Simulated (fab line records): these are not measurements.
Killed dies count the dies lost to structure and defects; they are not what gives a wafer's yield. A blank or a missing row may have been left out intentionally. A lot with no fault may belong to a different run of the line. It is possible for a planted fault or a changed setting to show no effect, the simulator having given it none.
One fault through the eyes of 2 desks    flow berkeley_cmos170    every desk sees just its own numbers, and what lay behind them comes last

== THE METROLOGY DESK ==
What the gauges read for every lot (on any tool): the sampled wafers with a number, averaged. If a lot's mean is further than 4 standard deviations from the usual mean, the lot is out of limits and carries the mark OUT (the distance appears in the brackets).
Columns: A = cd_nm at UCB170_ACTIVE_CD_MEAS_13, usual 1200.0 nm; B = FIELD_OXIDE_THK at UCB170_FIELD_THK_MEAS_02, usual 557 nm; C = FIELD_OXIDE_LEFT_1_THK at UCB170_FIELD_THK_MEAS_90, usual 440 nm; D = FIELD_OXIDE_LEFT_2_THK at UCB170_FIELD_THK_MEAS_91, usual 352 nm
lot   first seen here  A       B               C              D
L963  day 4 17:21      1198.2  567             452            365
L964  day 5 01:04      1201.6  561             445            358
L965  day 5 01:16      1199.1  558             442            354
L967  day 5 12:56      1200.0  558             443            356
L966  day 5 13:13      1201.4  567             449            362
L968  day 5 13:26      1200.6  566             449            361
L970  day 6 00:01      1200.9  535             419            331
L969  day 6 00:16      1200.3  555             439            351
L971  day 6 12:59      1201.9  545             426            338
L972  day 6 22:40      1200.1  1041 (+40) OUT  924 (+37) OUT  836 (+37) OUT
L974  day 7 03:29      1199.4  1025 (+39) OUT  907 (+36) OUT  819 (+36) OUT
L973  day 7 03:45      1199.1  1052 (+41) OUT  936 (+38) OUT  848 (+38) OUT
L982  day 8 20:53      1201.9  560             442            353
Per this desk, out of limits: L972, L973, L974; the first was L972, day 7 08:07 (FIELD_OXIDE_THK at UCB170_FIELD_THK_MEAS_02). L963, L964, L965, L967, L966, L968, L970, L969, L971, L982 stayed within limits.

== TOOL OWNER'S DESK, furnace-01 ==
The tool's own readings at UCB170_FIELD_OXIDATION_01 (target thk 558.3 nm, ox time 7200 s): means of the sampled wafers that have a number, for each lot that ran on this tool. If a lot's mean is further than 4 standard deviations from the usual mean, the lot is out of limits and carries the mark OUT (the distance appears in the brackets). Shown are 7 of the 8 readings it has, namely the first that went out of limits plus those furthest out on some lot.
Columns: A = spike_tc_centre_C at UCB170_FIELD_OXIDATION_01, usual 1002.3 C; B = spike_tc_load_C at UCB170_FIELD_OXIDATION_01, usual 1022 C; C = spike_tc_source_C at UCB170_FIELD_OXIDATION_01, usual 1025.0 C; D = tube_center_temp_C at UCB170_FIELD_OXIDATION_01, usual 1000 C; E = tube_center_temp_C_max at UCB170_FIELD_OXIDATION_01, usual 1002.6; F = zone_power_centre_pct at UCB170_FIELD_OXIDATION_01, usual 41.5 %; G = zone_power_load_pct at UCB170_FIELD_OXIDATION_01, usual 37.2 %
lot   first seen here  A                         B               C                 D                       E                         F                G
L963  day 5 02:34      1002.6                    1018            1026.9            1000                    1002.5                    43.1             37.9
L964  day 5 08:10      1001.8                    1018            1027.2            1000                    1002.5                    43.1             38.3
L965  day 5 08:10      1001.6                    1017            1027.1            1000                    1003.0                    42.8             38.0
L969  day 6 07:11      1002.6                    1019            1027.9            1000                    1002.6                    43.2             37.9
L970  day 6 07:11      1001.6                    1018            1027.4            1000                    1002.6                    43.2             38.5
L972  day 7 05:07      1152.2 (+99 or more) OUT  1169 (+35) OUT  1178.2 (+53) OUT  1149 (+99 or more) OUT  1151.5 (+99 or more) OUT  51.1 (+5.7) OUT  53.2 (+5.5) OUT
L973  day 7 10:52      1150.3 (+99 or more) OUT  1169 (+35) OUT  1178.7 (+53) OUT  1149 (+99 or more) OUT  1151.6 (+99 or more) OUT  51.3 (+5.7) OUT  53.2 (+5.5) OUT
L974  day 7 10:52      1150.7 (+99 or more) OUT  1169 (+35) OUT  1178.2 (+53) OUT  1149 (+99 or more) OUT  1151.2 (+99 or more) OUT  50.7 (+5.4) OUT  53.8 (+5.7) OUT
Finding of this desk: L972, L973, L974 out of limits; the first was L972 at day 7 05:07, on spike_tc_centre_C at UCB170_FIELD_OXIDATION_01. L963, L964, L965, L969, L970 stayed within limits.

== BROUGHT TOGETHER ==
At day 7 05:07, on L972, L973, L974, the tool owner's desk was in a position to raise an alarm.
The metrology desk could have raised an alarm at day 7 08:07, on L972, L973, L974.
Every lot named ran UCB170_FIELD_OXIDATION_01 on furnace-01.

== WHAT THE SIMULATOR PUT IN ==
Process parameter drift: furnace-01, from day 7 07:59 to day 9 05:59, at UCB170_FIELD_OXIDATION_01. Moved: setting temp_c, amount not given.
Lots struck among those shown: L972, L973, L974.
